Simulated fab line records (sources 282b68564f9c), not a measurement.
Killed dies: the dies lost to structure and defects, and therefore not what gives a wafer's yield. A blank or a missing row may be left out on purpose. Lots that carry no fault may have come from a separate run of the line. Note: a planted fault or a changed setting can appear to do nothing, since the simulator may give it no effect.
2 desks looking at one fault | flow rit cmos | numbers are kept per desk, each desk with only its own; the story behind them comes last

## FROM THE METROLOGY DESK
Means of the sampled wafers that have a number, per lot and without regard to the tool the lot ran on: this is what the gauges read. A lot is out of limits, marked OUT, if its mean lies more than 4 standard deviations from the usual mean; the brackets give that distance.
Columns: A = GATE_OXIDE_THK at RIT_GATE_THK_MEAS_07, usual 3.04 nm; B = GATE_POLY_THK at RIT_GATE_THK_MEAS_09, usual 251.1 nm; C = cd nm at RIT_GATE_CD_MEAS_16, usual 150.3 nm; D = GATE_OVL at RIT_GATE_OVL_MEAS_17, usual -0.7 nm
lot  | first seen here | A    | B     | C     | D
L259 | day 2 09:31     | 3.01 | 249.3 | 151.5 | -0.7
L264 | day 3 10:19     | 3.10 | 256.6 | 148.8 | 0.2
L269 | day 4 11:53     | 3.05 | 248.8 | 151.9 | -1.0
L271 | day 5 01:38     | 3.01 | 247.8 | 149.7 | -2.4
L278 | day 6 09:53     | 3.06 | 248.4 | 152.1 | -1.4
L282 | day 7 05:43     | 2.88 | 248.4 | 147.1 | -1.3
This desk found nothing out of limits on any of the 6 lots.

## DESK OF THE TOOL OWNER: rie si-01
The tool's own readings at RIT_GATE_ETCH_19 (etches poly-Si in SF6/CHF3/O2, stops on SiO2, time 165 s, target depth 312.5 nm): means of the sampled wafers that have a number, for each lot that ran on this tool. A lot is out of limits, marked OUT, if its mean lies more than 4 standard deviations from the usual mean; the brackets give that distance.
Columns: A = drypump motor current A at RIT_GATE_ETCH_19, usual 5.6 A; B = oes product au at RIT_GATE_ETCH_19, usual 0.851 a.u.; C = run length s at RIT_GATE_ETCH_19, usual 193.3 s; D = throttle valve pct at RIT_GATE_ETCH_19, usual 10.13 %
lot  | first seen here | A   | B     | C               | D
L259 | day 2 12:41     | 5.5 | 0.853 | 193.3           | 10.18
L269 | day 4 14:44     | 5.7 | 0.823 | 199.8 (+12) OUT | 10.20
L271 | day 5 04:39     | 5.6 | 0.818 | 199.2 (+11) OUT | 10.15
Finding of this desk: L269, L271 out of limits; the first was L269 at day 4 14:44, on run length s at RIT_GATE_ETCH_19. In limits: L259.

## PUT TOGETHER
The tool owner's desk had the chance to raise an alarm at day 4 14:44 on L269, L271.
From the metrology desk's view, nothing was out of limits.
The metrology desk has L269, L271 on record, within its limits.
On rie si-01, each named lot ran RIT_GATE_ETCH_19.

## WHAT THE SIMULATOR HAD INSERTED
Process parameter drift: rie si-01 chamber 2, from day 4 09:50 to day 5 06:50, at RIT_GATE_ETCH_19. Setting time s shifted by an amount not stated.
Shown lots that were struck: L269, L271.
How many hours passed from the start of the fault until each desk's first out-of-limits reading: the tool owner's desk, 5.
